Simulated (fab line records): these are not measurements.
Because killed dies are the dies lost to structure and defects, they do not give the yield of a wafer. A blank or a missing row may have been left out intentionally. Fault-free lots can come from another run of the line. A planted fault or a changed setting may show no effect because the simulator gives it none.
8D (eight disciplines) problem report, filled in by code -- flow rit cmos -- the parts of the form that need people (team, actions taken, sign-off) are left out

## 1. WHAT WENT WRONG
At RIT_GATE_ETCH_19, rf fwd power W averages 185.3 W over 3 wafers from 2 lots, while fault-free wafers read 159.4 W, standard deviation 0.48. Relative to the usual mean, that is a shift of +54 standard deviations.
The step: etches poly-Si in SF6/CHF3/O2, stops on SiO2, time 165 s, target depth 312.5 nm.
Seen first at day 5 15:25 on rie si-02, wafer L378.4. The record has a number at this step for 18 wafers belonging to 6 lots. The rule behind "out" and "out of limits": a value lying over 4 standard deviations away from the usual mean. Any other wafer with a number is counted as sound.

## 2. WHAT IT IS, WHAT IT ISN'T
question,is,is not
which readings at this step,rf fwd power W,"drypump motor current A, oes product au, throttle valve pct"
which lots,"L378, L380","L372, L373, L374, L379"
which wafers of those lots,"L378.4, L378.6, L380.3","L378.1, L380.5, L380.6"
read on which tools,rie si-02,rie si-01
when,from day 5 15:25,"up to then (10 sound wafers); but 5 sound wafers of L379, L380 came after"

## 3. SUSPECTS, AND WHAT RULES EACH OUT
Counting: if a tool at a process step up to the reading ran every lot that is out, it stays a suspect. Sound lots after the first of them don't rule it out here, since some wafers of a struck lot are sound.
- rie si-02 at RIT_GATE_ETCH_19 (etches poly-Si in SF6/CHF3/O2, stops on SiO2, time 165 s, target depth 312.5 nm): kept. It processed each lot that is out (first: L378, day 5 15:25); up to then, its last sound lot is L374 (day 4 21:08). Its own readings are out on those wafers: rf fwd power W.
- In rie si-02 at RIT_GATE_ETCH_19, the wafers that are out were processed in chamber 2 and their sound lot-mates in chambers 0, 1.
Left after counting: rie si-02 at RIT_GATE_ETCH_19.

## 4. THE CAUSE (what the simulator had put in)
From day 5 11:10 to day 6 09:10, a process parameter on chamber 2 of rie si-02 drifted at RIT_GATE_ETCH_19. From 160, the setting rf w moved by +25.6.
This tool alone remained once counting was done.

## 5. THE CHAIN OF EFFECTS, in route order
Rows list readings where the struck wafers' mean (over those with a number) sits beyond 3 standard deviations from the usual. Only readings whose record carries a usual standard deviation are examined. hours: median over the lots of the time between each lot's start at the first step of this table that gives one and its start at this step. sigmas: the change, counted in usual standard deviations.
hours,step,reading,usual,on struck wafers,change,sigmas
0,RIT_GATE_ETCH_19,rf fwd power W,159.4 W,185.3,+25.9,+54
It contains these process steps:
- RIT_GATE_ETCH_19: etches poly-Si in SF6/CHF3/O2, stops on SiO2, time 165 s, target depth 312.5 nm.

## 6. WHAT WOULD HAVE CAUGHT IT SOONER
The fault began at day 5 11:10; the first out-of-limits reading in this record came at day 5 15:25, 4 hours later.
